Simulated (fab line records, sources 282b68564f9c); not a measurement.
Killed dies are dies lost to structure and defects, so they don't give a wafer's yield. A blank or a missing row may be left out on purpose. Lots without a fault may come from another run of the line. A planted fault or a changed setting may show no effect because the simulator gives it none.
A struck lot beside a sound one | flow rit_cmos | 17 steps out of a route of 202
Sound: wafers L946.1, L946.2, L946.3. Struck: wafers L962.2, L962.4, L962.5. The cause comes at the end.
At each step with rows: each side's tool, then ch and its chambers, then its first start. Under that, the readings that differ: sound wafers | struck wafers | difference of the means | sigmas: that difference in standard deviations of wafers without a fault.
alike: readings whose means differ by less than 2 such deviations, and words and numbers that are the same on both sides. not compared: withheld readings, readings that some wafer has no value for, bounds like >300 that may hide the same value, and numbers for which the record gives no deviation and whose values overlap.
The two part at a step that has a row with sigmas, a row that says differs or no value, or rows on one side only. Numbers that don't overlap but have no deviation are shown without sigmas and don't part them. A reading that every wafer of one side lacks parts them only if that side has two wafers or more.

first, 2 steps without rows for these wafers: RIT_NRETRO_HARDBAKE_07 (time 120 s); RIT_NRETRO_IMPLANT_08.
RIT_NRETRO_STRIP_09: strips in O2, time 180 s.
  sound on plasma_asher-03 ch 0,1, day 2 10:44; struck on plasma_asher-04 ch 0,1, day 5 20:26
  alike: drypump_motor_current_A
  not compared: rf_hours_counter_h
RIT_NRETRO_TW_MEAS_10:
  sound on film_metro-04, day 2 10:55; struck on film_metro-04, day 5 20:38
  alike: NRETRO_TW
then, 6 steps without rows for these wafers: RIT_PRETRO_HMDS_00 (prime time 60 s); RIT_PRETRO_COAT_01 (resist thk 1300 nm); RIT_PRETRO_SOFTBAKE_02 (time 60 s); RIT_PRETRO_EXPOSE_03 (exposes mask M5, target cd 43700 nm); RIT_PRETRO_PEB_04; RIT_PRETRO_DEVELOP_05 (develop time 68 s).
RIT_PRETRO_OVL_MEAS_06:
  sound on overlay-01, day 2 11:51; struck on overlay-01, day 5 21:41
  alike: PRETRO_OVL
then, 1 step without rows for these wafers: RIT_PRETRO_HARDBAKE_07 (time 120 s).
RIT_PRETRO_IMPLANT_08:
  sound on implanter-01 ch 0, day 2 12:08; struck on implanter-01 ch 0, day 5 22:00
  reading            | sound                            | struck                         | difference | sigmas
  dose_ions_cm2      | 1.1979e+13 1.1988e+13 1.1999e+13 | 1.705e+13 1.705e+13 1.7061e+13 | +5.065e+12 | +99 or more
  faraday_current_uA | 37.2 38.1 38.1                   | 54.0 54.9 54.8                 | +16.8      | +24
RIT_PRETRO_STRIP_09: strips in O2, time 180 s.
  sound on plasma_asher-02 ch 0,1, day 2 12:17; struck on plasma_asher-01 ch 0,1, day 5 22:07
  alike: drypump_motor_current_A
  not compared: rf_hours_counter_h
RIT_PRETRO_TW_MEAS_10:
  sound on film_metro-03, day 2 12:28; struck on film_metro-03, day 5 22:19
  reading   | sound       | struck      | difference | sigmas
  PRETRO_TW | 476 476 475 | 531 530 530 | +55        | +13
then, 1 step without rows for these wafers: RIT_GATE_WET_ETCH_00 (etches SiO2 in BOE, target depth 56 nm, time 60 s).
RIT_M1_PROBE_99:
  sound on prober-02, day 3 12:56; struck on prober-02, day 6 23:14
  reading                                    | sound                | struck              | difference | sigmas
  model.etest.nmos_0p3.r_on_ohm_um           | 2232 2240 2228       | 2411 2369 2407      | +162       |
  model.etest.nmos_0p15.r_on_ohm_um          | 1136 1104 1119       | 1314 1238 1260      | +151       |
  model.etest.nmos_turned.drive_ua_um        | 311.4 313.3 313.2    | 254.4 254.2 252.2   | -59.0      |
  model.etest.nmos_0p15.drive_ua_um          | 448.4 441.2 453.5    | 409 400.3 402.8     | -44        |
  model.etest.nmos_0p3.drive_ua_um           | 213.4 205 211        | 196.6 191.4 188.9   | -17.5      |
  model.etest.nmos_narrow.drive_ua_um        | 215.8 206.9 211.8    | 201.8 196.5 192.5   | -14.6      |
  model.etest.ring.delay_ps                  | 28.33 28.26 27.52    | 29.14 29.65 29.17   | +1.28      |
  model.etest.retro_edge_nmos.off_log10_a_um | -10.51 -10.66 -10.22 | -11.19 -11.48 -11.4 | -0.89      |
  alike: killed_at_contacts, killed_at_front_end, killed_dies, killed_on_rim, killed_open, killed_short

WHERE THEY PART
First at RIT_PRETRO_IMPLANT_08; last, within this record, at RIT_PRETRO_TW_MEAS_10. Later steps at which nothing parts them and some readings are alike: RIT_M1_PROBE_99.

WHY: what the simulator had put in
Process parameter drift: implanter-01, from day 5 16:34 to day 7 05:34, at RIT_PRETRO_IMPLANT_08. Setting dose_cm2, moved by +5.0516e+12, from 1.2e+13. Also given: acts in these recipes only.
